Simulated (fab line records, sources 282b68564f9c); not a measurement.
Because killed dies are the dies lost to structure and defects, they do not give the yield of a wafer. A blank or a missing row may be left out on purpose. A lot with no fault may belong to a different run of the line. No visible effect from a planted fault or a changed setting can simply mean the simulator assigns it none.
Problem report in the 8D (eight disciplines) form, filled by code    flow rit-cmos    the parts of the form that need people (team, actions taken, sign-off) are left out

1. WHAT IS WRONG
developer-temp-C at RIT_NSD_DEVELOP_05 reads a mean of 22.06 C on 6 wafers of 2 lots; wafers without a fault read 22.99 C with a standard deviation of 0.12. Relative to the usual mean, that is a shift of -7.8 standard deviations.
The step: develop time 50 s.
Earliest sighting: wafer L928.2 on litho-track-04 at day 4 14:00. The record holds 42 wafers of 14 lots with a number at this step. Rule for "out" (also "out of limits"): further than 4 standard deviations from the usual mean. The rest of the wafers with a number are treated as sound.

2. WHAT IT IS, AND WHAT IT ISN'T
question                     is                      is not
which readings at this step  developer-temp-C        -
which lots                   L928, L929              L921, L922, L923, L924, L926, L933, L935, L937, L938, L941, L942, L943
which wafers of those lots   all that have a number  -
read on which tools          litho-track-04          litho-track-02, litho-track-03
when                         from day 4 14:00        up to then (15 sound wafers); but 21 sound wafers of L933, L935, L937, L938, L941, L942, L943 came after

3. SUSPECTS, AND WHAT RULES EACH OUT
Counting: any tool at a process step up to the reading is kept as a suspect provided that every lot that is out went through it and no sound lot did after the first of them.
- litho-track-04 at RIT_NSD_DEVELOP_05 (develop time 50 s): kept. It ran every lot that is out, first L928 (day 4 14:00), and no sound lot after that; its last sound lot up to then is L926 (day 4 02:00). Its own developer-temp-C readings are out on those wafers.
After counting, what remains is litho-track-04 at RIT_NSD_DEVELOP_05.

4. THE CAUSE (what the simulator had put in)
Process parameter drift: litho-track-04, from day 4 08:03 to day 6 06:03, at RIT_NSD_DEVELOP_05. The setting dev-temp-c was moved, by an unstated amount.
After counting, this tool was the only one left.

5. THE EFFECT CHAIN, in route order
One row per reading whose mean, taken over the struck wafers that have a number, lies over 3 standard deviations from the usual. Only readings for which the record gives a usual standard deviation are gone through. hours: the time from each lot's start at the first step in this table that gives one to its start at this step, as a median over the lots. sigmas: the change in usual standard deviations.
hours  step                reading           usual    on struck wafers  change  sigmas
0      RIT_NSD_DEVELOP_05  developer-temp-C  22.99 C  22.06             -0.93   -7.8
Here are the process steps it includes:
- RIT_NSD_DEVELOP_05: develop time 50 s.

6. HOW IT WOULD HAVE BEEN CAUGHT EARLIER
In this record no reading fell out of limits until day 4 14:00, 6 hours after the fault had begun at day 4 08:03.
